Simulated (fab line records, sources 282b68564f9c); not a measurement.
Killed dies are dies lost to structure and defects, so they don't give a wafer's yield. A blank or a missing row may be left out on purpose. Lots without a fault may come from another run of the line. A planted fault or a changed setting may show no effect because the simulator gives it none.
fab line records | flow rit_cmos
record lots=7 wafers=21 last_day=8
route steps=202 shown SPACER@128 NSD@131 PSD@142 SDANNEAL@153
lots that met no fault: from a run of the same line without faults
start_h: hours from the record's first day to the start of the lot's first wafer shown | wait_h: hours since the lot's step before | " the same as in the row above | L1.1+2: a row that stands for several wafers | - no value, or no start given | * or withheld: withheld | < > ~ a bound
route shown NAME@n: a module of which the file shows steps, and the number in the route of the first | usual: mean/standard deviation of fault-free wafers | same: alike in all rows | chamber/n: place in a boat | sites: the reading at each site | _std_site: their standard deviation | _edge_site: outer sites' mean less inner sites' | radius_mm: how far each site lies from the wafer's centre | mask NAME#n: copy n | behind: the tool/chamber that last shaped the wafer | hold: why the lot was held/for how many hours/how that ended | device: the transistor (n, p or np) that didn't switch | end of line: the same wafers' tests at the end of the route | a step without rows: its recipe alone | killed: dies lost to structure and defects at the first sort, not the wafer's yield | map: a wafer's dies, x killed, . not, _ none there
set.NAME: the setting as run; set.NAME@STEP: as run at that earlier step | model.NAME: the simulator's own value behind a step, which no gauge read
lots at some steps of the route; a table a step, a row a wafer
services: from which hour (start_h, from the record's first day; less than 0 if before it) a tool's chamber was out of use, for how many hours, and why
## steps
# step RIT_SPACER_CVD_03
# recipe material=Si3N4 target_thk_nm=250 temp_c=810 precursor=SiH2Cl2/NH3 time_s=3300 pressure_mtorr=300 sih2cl2_flow_sccm=60 nh3_flow_sccm=150
# step RIT_SPACER_THK_MEAS_04
# recipe reads=Si3N4_of_SPACER_CVD_03
# usual SPACER_NITRIDE_THK=251.1/2.3
# columns lot.wafer tool chamber start_h wait_h SPACER_NITRIDE_THK[nm]
L885.1 film_metro-01 - 54.81 0.0 253.1
L885.4 " - " " 253.2
L885.5 " - " " 255.2
L890.3 film_metro-03 - 82.12 0.0 254.7
L890.4 " - " " 255.9
L890.5 " - " " 253.8
L891.1 film_metro-02 - 85.94 0.0 252.5
L891.3 " - " " 252.7
L891.4 " - " " 252.0
L892.2 film_metro-02 - 87.98 0.0 248.8
L892.5 " - " " 251.3
L892.6 " - " " 250.8
L894.1 film_metro-02 - 103.12 0.0 247.3
L894.2 " - " " 246.8
L894.4 " - " " 249.0
L897.1 film_metro-03 - 121.19 0.0 247.6
L897.5 " - " " 247.6
L897.6 " - " " 250.2
L906.3 film_metro-01 - 179.90 0.0 250.1
L906.4 " - " " 250.8
L906.5 " - " " 250.8
# step RIT_SPACER_ETCHBACK_05
# recipe target_depth_a=2500 SF6_flow_sccm=30 CHF3_flow_sccm=30 target=Si3N4 chemistry=SF6/CHF3 pressure_mtorr=40 rf_w=250 time_s=240 stop_on=SiO2
# usual drypump_motor_current_A=5.6/0.42 oes_product_au=0.850/0.017 throttle_valve_pct=10.28/0.16
# columns lot.wafer tool chamber start_h wait_h drypump_motor_current_A oes_product_au rf_hours_counter_h throttle_valve_pct
L885.1 rie_diel-02 1 54.87 0.1 6.1 0.848 79 10.33
L885.4 " 0 " " 5.0 0.873 147 10.20
L885.5 " 0 " " 5.0 0.884 - 10.20
L890.3 rie_diel-02 0 82.16 0.0 5.0 0.869 147 10.18
L890.4 " 1 " " 6.1 0.861 79 10.32
L890.5 " 1 " " 6.1 0.853 - 10.34
L891.1 rie_diel-03 3 86.00 0.1 5.7 0.869 1 10.00
L891.3 " 0 " " 4.9 0.818 46 10.11
L891.4 " 2 " " 5.6 0.841 82 10.20
L892.2 rie_diel-02 1 88.03 0.0 6.1 0.841 79 10.32
L892.5 " 1 " " 6.1 0.849 - 10.32
L892.6 " 0 " " 5.0 0.878 - 10.20
L894.1 rie_diel-02 0 103.18 0.1 5.0 0.862 148 10.19
L894.2 " 3 " " 5.6 0.839 43 10.59
L894.4 " 1 " " 6.1 0.845 80 10.33
L897.1 rie_diel-03 3 121.25 0.1 5.7 0.867 1 10.01
L897.5 " 1 " " 6.2 0.855 - 10.32
L897.6 " 2 " " 5.6 0.832 - 10.21
L906.3 rie_diel-03 2 179.94 0.0 5.6 0.834 83 10.20
L906.4 " 0 " " 5.0 0.815 48 10.13
L906.5 " 0 " " 4.9 0.821 - 10.11
# step RIT_NSD_HMDS_00
# recipe prime_time_s=60 prime_temp_c=140
# step RIT_NSD_COAT_01
# recipe resist=NOVOLAK spin_rpm=3250 resist_thk_nm=1000
# step RIT_NSD_SOFTBAKE_02
# recipe resist=NOVOLAK temp_c=90 time_s=60
# step RIT_NSD_EXPOSE_03
# recipe mask_id=M9 na=0.57 target_cd_nm=40700 dose_mj=250
# step RIT_NSD_PEB_04
# recipe resist=NOVOLAK temp_c=withheld time_s=withheld
# step RIT_NSD_DEVELOP_05
# recipe resist=NOVOLAK develop_time_s=50 dev_temp_c=23
# step RIT_NSD_OVL_MEAS_06
# usual NSD_OVL=-0.4/1.6
# columns lot.wafer tool chamber start_h wait_h NSD_OVL[nm]
L885.1 overlay-01 - 55.90 - -0.4
L885.4 " - " " 0.2
L885.5 " - " " -1.1
L890.3 overlay-02 - 83.34 - -0.9
L890.4 " - " " -0.7
L890.5 " - " " 0.8
L891.1 overlay-02 - 87.12 - -1.0
L891.3 " - " " -1.6
L891.4 " - " " -1.1
L892.2 overlay-01 - 89.16 - -0.9
L892.5 " - " " -0.5
L892.6 " - " " 0.4
L894.1 overlay-01 - 104.18 - 0.9
L894.2 " - " " 0.7
L894.4 " - " " 0.7
L897.1 overlay-02 - 122.42 - -0.3
L897.5 " - " " 0.0
L897.6 " - " " -0.1
L906.3 overlay-02 - 181.11 - -2.3
L906.4 " - " " -3.0
L906.5 " - " " -2.4
# step RIT_NSD_HARDBAKE_07
# recipe resist=NOVOLAK temp_c=140 time_s=60
# step RIT_NSD_IMPLANT_08
# recipe species=P energy_kev=25 dose_cm2=1e+15 tilt_deg=7
# step RIT_NSD_STRIP_09
# recipe chemistry=O2 time_s=180 resist=NOVOLAK platen_temp_c=withheld power_w=500 pressure_mtorr=4000 o2_flow_sccm=4000
# usual chamber_pressure_mTorr=4000/3.8 drypump_motor_current_A=5.5/0.5 o2_flow_sccm=4000/12
# columns lot.wafer tool chamber start_h wait_h chamber_pressure_mTorr drypump_motor_current_A o2_flow_sccm rf_hours_counter_h model.NOVOLAK_of_NSD_COAT_01.thk_nm
L885.1 plasma_asher-04 1 56.24 0.1 3998 5.9 3984 44 0
L885.4 " 1 " " 4004 5.9 4001 - 0
L885.5 " 1 " " 4003 5.9 4011 - 0
L890.3 plasma_asher-02 0 83.72 0.1 - - - - 884.4
L890.4 " 1 " " - - - - 886.2
L890.5 " 1 " " - - - - 879.7
L891.1 plasma_asher-02 0 87.46 0.1 - - - - 884.4
L891.3 " 0 " " - - - - 882.2
L891.4 " 1 " " - - - - 881
L892.2 plasma_asher-04 0 89.49 0.1 - - - - 885.9
L892.5 " 1 " " - - - - 886.7
L892.6 " 0 " " - - - - 890.2
L894.1 plasma_asher-04 0 104.52 0.1 3996 5.3 4010 50 0
L894.2 " 1 " " 3998 5.9 4001 50 0
L894.4 " 0 " " 4002 5.3 3995 - 0
L897.1 plasma_asher-02 0 122.76 0.1 3996 6.5 4012 0 0
L897.5 " 1 " " 4001 5.9 4012 - 0
L897.6 " 0 " " 4004 6.5 4010 - 0
L906.3 plasma_asher-02 0 181.49 0.1 4003 6.5 4015 - 0
L906.4 " 1 " " 3997 5.9 3982 - 0
L906.5 " 0 " " 4000 6.5 4016 - 0
# step RIT_NSD_TW_MEAS_10
# usual NSD_TW=3126/29
# columns lot.wafer tool chamber start_h wait_h NSD_TW
L885.1 film_metro-04 - 56.41 0.1 3095
L885.4 " - " " 3093
L885.5 " - " " 3088
L890.3 film_metro-01 - 83.86 0.1 3111
L890.4 " - " " 3103
L890.5 " - " " 3124
L891.1 film_metro-01 - 87.63 0.1 3103
L891.3 " - " " 3108
L891.4 " - " " 3103
L892.2 film_metro-04 - 89.68 0.1 3111
L892.5 " - " " 3122
L892.6 " - " " 3118
L894.1 film_metro-03 - 104.69 0.1 3174
L894.2 " - " " 3161
L894.4 " - " " 3159
L897.1 film_metro-01 - 122.93 0.1 3096
L897.5 " - " " 3099
L897.6 " - " " 3104
L906.3 film_metro-01 - 181.63 0.1 3112
L906.4 " - " " 3089
L906.5 " - " " 3076
# step RIT_PSD_HMDS_00
# recipe prime_time_s=60 prime_temp_c=140
# step RIT_PSD_COAT_01
# recipe resist=NOVOLAK spin_rpm=3250 resist_thk_nm=1000
# step RIT_PSD_SOFTBAKE_02
# recipe resist=NOVOLAK temp_c=90 time_s=60
# step RIT_PSD_EXPOSE_03
# recipe mask_id=M10 na=0.57 target_cd_nm=40900 dose_mj=250
# step RIT_PSD_PEB_04
# recipe resist=NOVOLAK temp_c=withheld time_s=withheld
# step RIT_PSD_DEVELOP_05
# recipe resist=NOVOLAK develop_time_s=50 dev_temp_c=23
# step RIT_PSD_OVL_MEAS_06
# usual PSD_OVL=0.2/1.5
# columns lot.wafer tool chamber start_h wait_h PSD_OVL[nm]
L885.1 overlay-02 - 57.45 - -4.0
L885.4 " - " " -3.7
L885.5 " - " " -3.6
L890.3 overlay-01 - 84.88 - 0.7
L890.4 " - " " -1.5
L890.5 " - " " 0.1
L891.1 overlay-02 - 88.54 - 0.1
L891.3 " - " " -1.7
L891.4 " - " " -0.7
L892.2 overlay-02 - 90.99 - 0.8
L892.5 " - " " 0.9
L892.6 " - " " 1.2
L894.1 overlay-02 - 105.60 - 1.3
L894.2 " - " " -0.2
L894.4 " - " " 0.9
L897.1 overlay-01 - 123.84 - 0.0
L897.5 " - " " 1.0
L897.6 " - " " -0.1
L906.3 overlay-02 - 182.69 - -2.2
L906.4 " - " " -3.1
L906.5 " - " " -1.3
# step RIT_PSD_HARDBAKE_07
# recipe resist=NOVOLAK temp_c=140 time_s=60
# step RIT_PSD_IMPLANT_08
# recipe species=BF2 energy_kev=27 dose_cm2=5e+15 tilt_deg=7
# step RIT_PSD_STRIP_09
# recipe chemistry=O2 time_s=180 resist=NOVOLAK platen_temp_c=withheld power_w=500 pressure_mtorr=4000 o2_flow_sccm=4000
# usual chamber_pressure_mTorr=4000/3.3 drypump_motor_current_A=5.7/0.41 o2_flow_sccm=4000/11
# columns lot.wafer tool chamber start_h wait_h chamber_pressure_mTorr drypump_motor_current_A o2_flow_sccm rf_hours_counter_h
L885.1 plasma_asher-04 1 57.90 0.1 3999 5.9 4002 45
L885.4 " 1 " " 4003 5.9 3985 -
L885.5 " 1 " " 4001 5.9 3982 -
L890.3 plasma_asher-02 1 85.26 0.1 4006 5.9 4002 -
L890.4 " 0 " " 3998 6.5 3984 -
L890.5 " 1 " " 3998 5.9 3993 -
L891.1 plasma_asher-02 0 88.88 0.1 4000 6.5 4007 47
L891.3 " 0 " " 3996 6.4 3998 -
L891.4 " 1 " " 3996 5.9 3993 -
L892.2 plasma_asher-02 1 91.41 0.1 3996 5.9 4007 47
L892.5 " 0 " " 4006 6.5 3998 -
L892.6 " 1 " " 3999 5.9 4008 -
L894.1 plasma_asher-02 0 105.94 0.1 3996 6.5 3995 48
L894.2 " 1 " " 4003 5.9 4004 48
L894.4 " 1 " " 4005 5.9 4004 -
L897.1 plasma_asher-04 0 124.18 0.1 3995 5.3 3992 52
L897.5 " 1 " " 3999 5.9 4010 -
L897.6 " 0 " " 3999 5.3 3988 -
L906.3 plasma_asher-04 0 183.28 0.1 4000 5.3 3983 -
L906.4 " 1 " " 4000 5.9 3995 -
L906.5 " 0 " " 4001 5.3 3990 -
# step RIT_PSD_TW_MEAS_10
# usual PSD_TW=3440/36
# columns lot.wafer tool chamber start_h wait_h PSD_TW
L885.1 film_metro-04 - 58.07 0.1 3398
L885.4 " - " " 3412
L885.5 " - " " 3393
L890.3 film_metro-03 - 85.40 0.1 30
L890.4 " - " " 30
L890.5 " - " " 30
L891.1 film_metro-04 - 89.06 0.1 30
L891.3 " - " " 30
L891.4 " - " " 30
L892.2 film_metro-03 - 91.60 0.1 30
L892.5 " - " " 30
L892.6 " - " " 30
L894.1 film_metro-03 - 106.11 0.1 3492
L894.2 " - " " 3497
L894.4 " - " " 3491
L897.1 film_metro-04 - 124.36 0.1 3429
L897.5 " - " " 3411
L897.6 " - " " 3415
L906.3 film_metro-01 - 183.42 0.1 3427
L906.4 " - " " 3437
L906.5 " - " " 3416
# step RIT_SDANNEAL_CLEAN_00
# recipe chemistry=SC1 mix=3:3:50 time_s=600 temp_c=75
## services
# columns tool chamber start_h hours kind
rie_diel-02 - 65.82 14.6 pm
plasma_asher-02 - 108.75 9.0 pm
plasma_asher-02 0 108.75 9.0 vent_cycle
plasma_asher-02 1 108.75 9.0 vent_cycle
plasma_asher-02 0 117.75 - clean
plasma_asher-02 1 117.75 - clean
rie_diel-03 0 120.68 3.1 repair
rie_diel-02 0 156.97 3.9 repair
rie_diel-02 0 163.51 - clean
rie_diel-02 0 163.51 22.0 scheduled_down
rie_diel-02 0 163.51 22.0 vent_cycle
rie_diel-02 2 170.87 18.4 repair
plasma_asher-02 - 180.85 0.5 repair
## key
first_sign step=RIT_NSD_STRIP_09 reading=tool_record direction=missing
effect step=RIT_PSD_TW_MEAS_10 reading=PSD_TW direction=down sigmas=96 usual=3440 struck=30
model_effect step=RIT_NSD_STRIP_09 value=NOVOLAK_of_NSD_COAT_01.thk_nm without=0 struck=884.5
met_at RIT_NSD_STRIP_09
struck_wafers L890.3,L890.4,L890.5,L891.1,L891.3,L891.4,L892.2,L892.5,L892.6
sort_left_out L890.3,L890.4,L890.5,L891.1,L891.3,L891.4,L892.2,L892.5,L892.6
tester_left_out L890,L891,L892
onset_between 56.24 83.72
fault kind=skipped_step_whole tool=plasma_asher-02,plasma_asher-04 chamber=- onset_h=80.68 steps=RIT_NSD_STRIP_09 scope=struck_lots_only
# tester_left_out: of these lots the tester's yield and bins aren't shown, on N5 and GAA mostly nor the transistor test; their killed dies are dies lost to structure and defects alone, not to doping, threshold or leakage, so they don't give the yield
# sort_left_out: the simulated sort isn't trusted on such a fault, so these wafers' sort isn't shown, and their yield isn't known
